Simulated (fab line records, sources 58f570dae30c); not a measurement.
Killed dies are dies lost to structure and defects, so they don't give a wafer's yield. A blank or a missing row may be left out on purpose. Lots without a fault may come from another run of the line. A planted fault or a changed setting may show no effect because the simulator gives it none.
Which tool did it? | flow berkeley_cmos170 | 14 lots, 42 wafers sampled, at 5 steps of a route of 331

WHAT THE GAUGES READ, wafer by wafer
UCB170_PWELL_OVL_MEAS_13.
lot  | measured    | on         | PWELL_OVL (nm)
L567 | day 3 08:27 | overlay-02 | -2 3 -3
L568 | day 3 08:49 | overlay-01 | 2 1 2
L569 | day 3 08:52 | overlay-02 | 0 3 1
L570 | day 3 14:57 | overlay-02 | 1 7 6
L571 | day 4 06:05 | overlay-01 | -4 -2 2
L572 | day 4 06:11 | overlay-02 | 9 8 15
L573 | day 4 12:49 | overlay-01 | 15 13 8
L574 | day 4 12:58 | overlay-01 | 10 7 7
L575 | day 4 12:52 | overlay-01 | -5 1 2
L576 | day 4 22:25 | overlay-02 | 3 8 1
L577 | day 5 07:50 | overlay-01 | 4 8 2
L578 | day 5 11:10 | overlay-01 | -1 7 -1
L582 | day 6 09:02 | overlay-02 | 3 8 8
L584 | day 7 03:19 | overlay-02 | 5 7 9

UCB170_PFIELD_TW_MEAS_09.
lot  | measured    | on            | PFIELD_TW
L567 | day 4 20:09 | film_metro-04 | 602 604 603
L568 | day 4 19:15 | film_metro-02 | 609 604 605
L569 | day 4 20:13 | film_metro-02 | 610 607 606
L570 | day 4 23:13 | film_metro-02 | 607 612 603
L571 | day 5 07:46 | film_metro-03 | 614 614 612
L572 | day 5 07:56 | film_metro-02 | 607 604 605
L573 | day 5 16:54 | film_metro-03 | 613 613 613
L574 | day 5 17:29 | film_metro-02 | 606 608 604
L575 | day 5 17:46 | film_metro-04 | 601 601 607
L576 | day 6 03:47 | film_metro-02 | 608 608 608
L577 | day 6 19:43 | film_metro-04 | 603 607 612
L578 | day 7 01:38 | film_metro-04 | 599 598 597
L582 | day 7 11:44 | film_metro-03 | 709 707 712
L584 | day 8 09:22 | film_metro-03 | 702 704 708

WHICH TOOL RAN EACH LOT (tool, then ch and the chambers of the sampled wafers, then the start)
lot  | UCB170_NWELL_STRIP_15               | UCB170_PWELL_STRIP_16               | UCB170_PFIELD_IMPLANT_07
L567 | plasma_asher-02 ch 0,1, day 2 11:47 | plasma_asher-03 ch 0,1, day 3 08:44 | implanter-02 ch 0, day 4 19:55
L568 | plasma_asher-02 ch 0,1, day 2 14:49 | plasma_asher-02 ch 0,1, day 3 09:06 | implanter-03 ch 0, day 4 19:00
L569 | plasma_asher-02 ch 0,1, day 2 18:30 | plasma_asher-03 ch 0,1, day 3 09:08 | implanter-03 ch 0, day 4 19:58
L570 | plasma_asher-01 ch 0,1, day 3 00:14 | plasma_asher-02 ch 0,1, day 3 15:14 | implanter-02 ch 0, day 4 22:58
L571 | plasma_asher-01 ch 0,1, day 3 07:06 | plasma_asher-04 ch 0,1, day 4 06:22 | implanter-02 ch 0, day 5 07:32
L572 | plasma_asher-02 ch 0,1, day 3 11:03 | plasma_asher-02 ch 1, day 4 06:29   | implanter-03 ch 0, day 5 07:41
L573 | plasma_asher-01 ch 0,1, day 3 17:53 | plasma_asher-02 ch 0,1, day 4 13:05 | implanter-03 ch 0, day 5 16:39
L574 | plasma_asher-03 ch 0,1, day 3 21:36 | plasma_asher-02 ch 0,1, day 4 13:17 | implanter-02 ch 0, day 5 17:14
L575 | plasma_asher-03 ch 0,1, day 3 21:49 | plasma_asher-03 ch 0,1, day 4 13:14 | implanter-03 ch 0, day 5 17:31
L576 | plasma_asher-01 ch 0,1, day 4 08:27 | plasma_asher-02 ch 0,1, day 4 22:42 | implanter-02 ch 0, day 6 03:32
L577 | plasma_asher-02 ch 0,1, day 4 14:15 | plasma_asher-02 ch 0, day 5 08:07   | implanter-02 ch 0, day 6 19:29
L578 | plasma_asher-01 ch 0,1, day 4 19:52 | plasma_asher-03 ch 0,1, day 5 11:27 | implanter-02 ch 0, day 7 01:23
L582 | plasma_asher-02 ch 0,1, day 5 11:55 | plasma_asher-02 ch 0,1, day 6 09:20 | implanter-02 ch 0, day 7 11:32
L584 | plasma_asher-01 ch 0,1, day 6 09:47 | plasma_asher-03 ch 0,1, day 7 03:36 | implanter-02 ch 0, day 8 09:07
- UCB170_NWELL_STRIP_15: strips in O2.
- UCB170_PWELL_STRIP_16: strips in O2.
- UCB170_PFIELD_IMPLANT_07

WHAT THE TOOLS THEMSELVES READ (means of the sampled wafers that have a number; where no wafer has one, the mark that the record gives instead)
UCB170_NWELL_STRIP_15.
lot  | tool            | drypump_motor_current_A (A) | oes_product_au (a.u.) | strip_time_to_endpoint_s (s)
L567 | plasma_asher-02 | 6.0                         | 0.718                 | 17.96
L568 | plasma_asher-02 | 6.0                         | 0.720                 | 17.96
L569 | plasma_asher-02 | 6.0                         | 0.719                 | 18.04
L570 | plasma_asher-01 | 5.9                         | 0.727                 | 18.00
L571 | plasma_asher-01 | 6.2                         | 0.721                 | 17.93
L572 | plasma_asher-02 | 6.1                         | 0.726                 | 17.97
L573 | plasma_asher-01 | 5.9                         | 0.722                 | 17.96
L574 | plasma_asher-03 | 5.1                         | 0.719                 | 18.07
L575 | plasma_asher-03 | 5.2                         | 0.723                 | 18.01
L576 | plasma_asher-01 | 6.2                         | 0.722                 | 17.95
L577 | plasma_asher-02 | 6.1                         | 0.721                 | 17.99
L578 | plasma_asher-01 | 5.9                         | 0.719                 | 18.09
L582 | plasma_asher-02 | 6.1                         | 0.725                 | 18.05
L584 | plasma_asher-01 | 6.2                         | 0.717                 | 18.05

UCB170_PWELL_STRIP_16.
lot  | tool            | drypump_motor_current_A (A) | oes_product_au (a.u.) | strip_time_to_endpoint_s (s)
L567 | plasma_asher-03 | 5.1                         | 0.720                 | 18.11
L568 | plasma_asher-02 | 6.1                         | 0.721                 | 18.19
L569 | plasma_asher-03 | 5.1                         | 0.720                 | 18.12
L570 | plasma_asher-02 | 6.1                         | 0.721                 | 18.04
L571 | plasma_asher-04 | 5.5                         | 0.722                 | 18.06
L572 | plasma_asher-02 | 6.3                         | 0.718                 | 17.98
L573 | plasma_asher-02 | 6.1                         | 0.718                 | 18.05
L574 | plasma_asher-02 | 6.0                         | 0.724                 | 18.13
L575 | plasma_asher-03 | 5.1                         | 0.719                 | 18.06
L576 | plasma_asher-02 | 6.1                         | 0.721                 | 17.98
L577 | plasma_asher-02 | 5.8                         | 0.719                 | 18.12
L578 | plasma_asher-03 | 5.1                         | 0.722                 | 18.05
L582 | plasma_asher-02 | 6.1                         | 0.719                 | 18.06
L584 | plasma_asher-03 | 5.1                         | 0.720                 | 18.03

UCB170_PFIELD_IMPLANT_07.
lot  | tool         | dose_ions_cm2 | faraday_current_uA
L567 | implanter-02 | 2.0016e+13    | 63.3
L568 | implanter-03 | 2.0000e+13    | 63.0
L569 | implanter-03 | 1.9992e+13    | 62.5
L570 | implanter-02 | 2.0048e+13    | 64.1
L571 | implanter-02 | 1.9973e+13    | 62.9
L572 | implanter-03 | 2.0008e+13    | 64.7
L573 | implanter-03 | 2.0010e+13    | 62.4
L574 | implanter-02 | 1.9999e+13    | 63.3
L575 | implanter-03 | 1.9978e+13    | 63.6
L576 | implanter-02 | 2.0004e+13    | 62.8
L577 | implanter-02 | 2.0013e+13    | 62.8
L578 | implanter-02 | 2.0014e+13    | 63.9
L582 | implanter-02 | 3.2609e+13    | 105.0
L584 | implanter-02 | 3.2593e+13    | 102.5

THE ANSWER, worked out from the rows above alone
Rule: what is usual is taken from the lots themselves. Put in order of their means at a reading, lots are off if they are a third of the lots or fewer, leave a main group of 4 or more, and stand apart from it by a gap of 3 or more times the standard deviation of the main group's means; of several such gaps the widest counts. A main group whose means are all the same, to the digits that the tables above print for the reading, isn't used. A lot without any number at a reading at which 4 lots or more have one is off too. The other lots that the step has rows for count as sound. The gauges are gone through in route order, then the tools' own readings, and for those a lot's mean is taken as printed above. The first step at which some lot is off is used, and at that step the reading that is off furthest; a lot without a number counts as furthest.
Off: L582, L584, at UCB170_PFIELD_TW_MEAS_09 (PFIELD_TW). The main group: mean 606, standard deviation 4.
A tool fits if, at a process step before that reading, it ran every lot that is off, and no sound lot after the first of them. The gauges at UCB170_PFIELD_TW_MEAS_09 aren't tried: what is off there is off at UCB170_PFIELD_IMPLANT_07 too, on other tools, and a gauge's error can't cause that. One fits: implanter-02 at UCB170_PFIELD_IMPLANT_07. Its last sound lot is L578 (day 7 01:23), its first lot that is off L582 (day 7 11:32): a fault that began between those two fits.
The tool's own readings at UCB170_PFIELD_IMPLANT_07 bear it out: on the lots that are off they differ by more than 5 times the standard deviation of the sound lots' means. dose_ions_cm2 reads 3.2601e+13 there against 2.0005e+13 on the sound lots; faraday_current_uA reads 103.8 there against 63.3 on the sound lots.

WHAT THE SIMULATOR HAD PUT IN
Process parameter drift: implanter-02, from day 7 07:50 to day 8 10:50, at UCB170_PFIELD_IMPLANT_07. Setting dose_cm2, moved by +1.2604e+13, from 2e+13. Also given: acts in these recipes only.
Lots struck among those shown: L582, L584. The rule above found the same.
